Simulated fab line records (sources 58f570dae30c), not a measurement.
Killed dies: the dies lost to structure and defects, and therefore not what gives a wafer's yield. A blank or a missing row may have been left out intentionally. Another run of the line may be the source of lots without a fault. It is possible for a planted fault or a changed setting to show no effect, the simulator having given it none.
Problem report, 8D (eight disciplines) form, completed by code | flow berkeley cmos170 | the parts of the form that need people (team, actions taken, sign-off) are left out

== 1. THE PROBLEM ==
M1_AL_RS at UCB170_M1_RS_MEAS_01 reads a mean of 0.1564 ohm/sq on 3 wafers of 2 lots; wafers without a fault read 0.0484 ohm/sq with a standard deviation of 0.00061. So: +99 or more standard deviations from the usual mean.
The step: measures by four-point-probe.
Earliest sighting: wafer L996.1 on film metro-02 at day 11 08:59. The record has a number at this step for 42 wafers belonging to 14 lots. Rule for "out", or "out of limits": more than 4 standard deviations from the usual mean. The rest of the wafers with a number are treated as sound.

== 2. WHAT IT IS, AND WHAT IT ISN'T ==
question                    | is                           | is not
which readings at this step | M1_AL_RS                     | -
which lots                  | L996, L997                   | L100, L101, L103, L106, L107, L984, L985, L986, L987, L991, L992, L998
which wafers of those lots  | L996.1, L997.4, L997.5       | L996.3, L996.6, L997.6
read on which gauges        | film metro-01, film metro-02 | film metro-04
when                        | from day 11 08:59            | up to then (20 sound wafers); but 19 sound wafers of L100, L101, L103, L106, L107, L997, L998 came after

== 3. THE SUSPECTS, EACH WITH WHAT RULES IT OUT ==
Counting: a tool at a process step up to the reading stays a suspect if it ran every lot that is out. Sound lots after the first of them don't rule it out here, since some wafers of a struck lot are sound.
- the gauge at UCB170_M1_RS_MEAS_01 has been ruled out. Those wafers that are out were read across 2 gauges (film metro-01, film metro-02).
- pvd sputter-02 at UCB170_M1_SPUTTER_00 (material Al, target thk 600 nm, time 80 s): kept. It processed each lot that is out (first: L996, day 11 08:55); up to then, its last sound lot is L992 (day 9 20:28).
After counting, what remains is pvd sputter-02 at UCB170_M1_SPUTTER_00.

== 4. THE CAUSE (what the simulator had put in) ==
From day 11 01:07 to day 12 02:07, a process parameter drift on pvd sputter-02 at UCB170_M1_SPUTTER_00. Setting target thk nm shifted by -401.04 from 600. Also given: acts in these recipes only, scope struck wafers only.
Only this tool survived the counting.

== 5. SEQUENCE OF EFFECTS, ordered by route ==
Rows list readings where the struck wafers' mean (over those with a number) sits beyond 3 standard deviations from the usual. Scope: only readings with a usual standard deviation given in the record; hours: median across lots of the time from each lot's start at the first step in this table that gives one to its start at this step; sigmas: change in usual standard deviations.
hours | step                    | reading        | usual         | on struck wafers | change  | sigmas
0     | UCB170_M1_RS_MEAS_01    | M1_AL_RS       | 0.0484 ohm/sq | 0.1564           | +0.1080 | +99 or more
0     | UCB170_M1_THK_MEAS_02   | M1_AL_THK      | 610 nm        | 198              | -412    | -52
1     | UCB170_M1_METAL_ETCH_12 | oes product au | 0.844 a.u.    | 0.525            | -0.319  | -18
Its process steps:
- UCB170_M1_METAL_ETCH_12: etches Al in Cl2/BCl3, stops on PSG, target depth 780 nm, time 130 s.
Later steps that measure or inspect, where all struck wafers having a row at the step show a number for every such reading and not one has moved that far: UCB170_M3_CD_MEAS_90.

== 6. HOW IT WOULD HAVE BEEN CAUGHT EARLIER ==
In this record the first reading out of limits at a measuring or inspecting step was taken at day 11 08:59, 8 hours after the fault began at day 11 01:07.
No tool reading at UCB170_M1_SPUTTER_00 that has a usual standard deviation in the record was out on any struck wafer, so an alarm limit of 4 standard deviations on those readings would not have fired.
Among the 2 lots that are out, L997 began UCB170_M1_SPUTTER_00 on pvd sputter-02 after day 11 08:59. A hold on the tool at that time would have spared it.
